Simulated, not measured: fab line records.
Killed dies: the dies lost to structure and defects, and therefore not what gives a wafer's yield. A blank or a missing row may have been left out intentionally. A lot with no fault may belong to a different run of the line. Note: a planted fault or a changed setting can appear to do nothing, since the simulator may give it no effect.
A single fault, viewed from 2 desks || flow rit-cmos || numbers are kept per desk, each desk with only its own; the story behind them comes last

## FROM THE METROLOGY DESK
Lot by lot, what the gauges showed, no matter which tool ran the lot: averages of those sampled wafers that carry a number. If a lot's mean is further than 4 standard deviations from the usual mean, the lot is out of limits and carries the mark OUT (the distance appears in the brackets).
Columns: A = ACTIVE_NITRIDE_THK at RIT_ACTIVE_THK_MEAS_04, usual 149.9 nm; B = NWELL_TW at RIT_NWELL_TW_MEAS_10, usual 2136; C = cd-nm at RIT_GATE_CD_MEAS_90, usual 150.3 nm
{"lot": "L788", "first seen here": "day 1 13:32", "A": 150.2, "B": 2178, "C": 149.2}
{"lot": "L789", "first seen here": "day 1 18:32", "A": 150.5, "B": 2106, "C": 152.1}
{"lot": "L790", "first seen here": "day 1 23:32", "A": 149.3, "B": 2126, "C": 153.6}
{"lot": "L791", "first seen here": "day 2 04:32", "A": 149.9, "B": 2157, "C": 149.5}
{"lot": "L792", "first seen here": "day 2 09:32", "A": 149.6, "B": 2128, "C": 148.7}
{"lot": "L793", "first seen here": "day 2 14:32", "A": 149.3, "B": 2119, "C": 148.9}
{"lot": "L797", "first seen here": "day 3 10:32", "A": "194.1 (+32) OUT", "B": 2175, "C": 151.0}
{"lot": "L798", "first seen here": "day 3 15:32", "A": "194.5 (+32) OUT", "B": 2171, "C": 147.5}
{"lot": "L802", "first seen here": "day 4 11:32", "A": 151.6, "B": 2113, "C": 145.1}
{"lot": "L803", "first seen here": "day 4 16:32", "A": 149.1, "B": 2114, "C": 153.9}
{"lot": "L804", "first seen here": "day 4 21:32", "A": 150.3, "B": 2118, "C": 151.8}
{"lot": "L807", "first seen here": "day 5 12:43", "A": 151.0, "B": 2165, "C": 150.0}
{"lot": "L810", "first seen here": "day 6 05:12", "A": 150.6, "B": 2170, "C": 149.8}
{"lot": "L811", "first seen here": "day 6 09:14", "A": 152.1, "B": 2109, "C": 148.8}
This desk's finding: out of limits on L797, L798; first on L797, day 3 10:32 (ACTIVE_NITRIDE_THK at RIT_ACTIVE_THK_MEAS_04). L788, L789, L790, L791, L792, L793, L802, L803, L804, L807, L810, L811: within limits.

## DESK OF THE TOOL OWNER: lpcvd-02
The tool's own readings at RIT_ACTIVE_CVD_03 (deposits Si3N4 from SiH2Cl2/NH3, target thk 150 nm, time 1500 s): means of the sampled wafers that have a number, for each lot that ran on this tool. If a lot's mean is further than 4 standard deviations from the usual mean, the lot is out of limits and carries the mark OUT (the distance appears in the brackets).
Columns: A = sih2cl2-flow-sccm at RIT_ACTIVE_CVD_03, usual 60.02 sccm; B = spike-tc-centre-C at RIT_ACTIVE_CVD_03, usual 812.9 C; C = spike-tc-load-C at RIT_ACTIVE_CVD_03, usual 830.6 C; D = spike-tc-source-C at RIT_ACTIVE_CVD_03, usual 833.5 C; E = susceptor-temp-C at RIT_ACTIVE_CVD_03, usual 809.9 C; F = zone-power-load-pct at RIT_ACTIVE_CVD_03, usual 21.6 %
{"lot": "L788", "first seen here": "day 1 12:07", "A": 59.70, "B": 813.9, "C": 830.3, "D": 835.3, "E": 810.0, "F": 22.0}
{"lot": "L789", "first seen here": "day 1 17:07", "A": 60.12, "B": 813.6, "C": 829.5, "D": 835.4, "E": 810.2, "F": 22.1}
{"lot": "L791", "first seen here": "day 2 03:07", "A": 60.00, "B": 811.4, "C": 834.0, "D": 830.3, "E": 810.3, "F": 19.0}
{"lot": "L797", "first seen here": "day 3 09:07", "A": 60.05, "B": "826.5 (+12) OUT", "C": "849.2 (+9.8) OUT", "D": "846.6 (+7.7) OUT", "E": "824.7 (+45) OUT", "F": 19.7}
{"lot": "L798", "first seen here": "day 3 14:07", "A": 60.10, "B": "826.9 (+13) OUT", "C": "849.3 (+9.8) OUT", "D": "846.2 (+7.5) OUT", "E": "825.1 (+46) OUT", "F": 19.5}
This desk's verdict: out of limits on L797, L798, starting with L797 at day 3 09:07 (spike-tc-centre-C at RIT_ACTIVE_CVD_03). L788, L789, L791: within limits.

## TAKEN TOGETHER
An alarm could have come from the tool owner's desk at day 3 09:07, on L797, L798.
L797, L798 would have let the metrology desk raise an alarm at day 3 10:32.
Of the lots named, all ran RIT_ACTIVE_CVD_03 on lpcvd-02.

## WHAT THE SIMULATOR PUT IN
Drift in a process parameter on lpcvd-02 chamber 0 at RIT_ACTIVE_CVD_03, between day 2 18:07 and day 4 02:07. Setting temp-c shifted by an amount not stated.
Struck lots among those shown: L797, L798.
Fault start to first reading out of limits, in hours, per desk: tool owner, 15; metrology, 16.
